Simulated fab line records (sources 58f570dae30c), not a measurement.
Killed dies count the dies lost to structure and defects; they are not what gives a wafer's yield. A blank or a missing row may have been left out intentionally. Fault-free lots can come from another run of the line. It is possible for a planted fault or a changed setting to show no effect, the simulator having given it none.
A lot that was struck, set against a sound lot / flow berkeley-cmos170 / 14 out of 331 route steps
Sound: the wafers L343.4, L343.5, L343.6. Struck: wafers L338.1, L338.4, L338.5. The cause comes at the end.
At each step with rows: each side's tool, then ch and its chambers, then its first start. Under that, the readings that differ: sound wafers / struck wafers / difference of the means / sigmas: that difference in standard deviations of wafers without a fault.
alike: words and numbers the same on both sides, and readings whose means are apart by under 2 such deviations; not compared: readings that were withheld, readings missing a value for some wafer, numbers with overlapping values and no deviation given by the record, and bounds like >300 which may hide the same value.
Wherever a step has rows on one side only, a row that says differs or no value, or a row with sigmas, the two part there. Numbers that have no deviation but don't overlap get no sigmas and don't part them. Lack of a reading on every wafer of one side parts them only where that side has two or more wafers.

first, 1 step without rows for these wafers: UCB170_CONTACT_CVD_01 (deposits PSG from SiH4/O2/PH3, target thk 700 nm, time 2820 s).
UCB170_CONTACT_THK_MEAS_02:
  sound on film-metro-02 at day 11 05:36; struck on film-metro-02 at day 10 05:17
  alike: CONTACT_PSG_THK
then, 3 steps without rows for these wafers: UCB170_CONTACT_HMDS_03 (prime time 60 s); UCB170_CONTACT_COAT_04 (resist thk 900 nm); UCB170_CONTACT_SOFTBAKE_05 (time 60 s).
UCB170_CONTACT_STRIP_06: strips in O2.
  sound on plasma-asher-03 ch 0,1, day 11 06:07; struck on plasma-asher-03 ch 0,1, day 10 05:56
  alike: drypump-motor-current-A, oes-product-au, strip-time-to-endpoint-s
  not compared: rf-hours-counter-h
then, 1 step without rows for these wafers: UCB170_CONTACT_CLEAN_07 (cleans in SPM, time 600 s).
UCB170_CONTACT_RTA_08: time 10 s.
  sound on rtp-anneal-01 ch 0, day 11 08:04; struck on rtp-anneal-02 ch 0, day 10 06:55
reading=lamp-power-pct (%); sound=22.5 22.5 22.5; struck=19.7 19.7 19.7; difference=-2.8; sigmas=-2
  alike: wafer_temp_C_max
then, 4 steps without rows for these wafers: UCB170_CONTACT_COAT_09; UCB170_CONTACT_COAT_10 (resist thk 885.6 nm); UCB170_CONTACT_SOFTBAKE_11 (time 60 s); UCB170_CONTACT_EXPOSE_12 (exposes mask CONT, target cd 700 nm).
UCB170_CONTACT_PEB_13:
  sound on litho-track-03 ch 0, day 11 10:01; struck on litho-track-02, day 10 08:17
  no value came back on the struck wafers for chill-plate-temp-C (C), exhaust-pa (Pa); on the sound wafers chill-plate-temp-C (C) reads 23.06 23.05 23.07
then, 1 step without rows for these wafers: UCB170_CONTACT_DEVELOP_14 (develop time 45 s).

WHERE THEY PART
At UCB170_CONTACT_RTA_08 first; at UCB170_CONTACT_PEB_13 last (within this record only).

WHY: the cause the simulator had injected
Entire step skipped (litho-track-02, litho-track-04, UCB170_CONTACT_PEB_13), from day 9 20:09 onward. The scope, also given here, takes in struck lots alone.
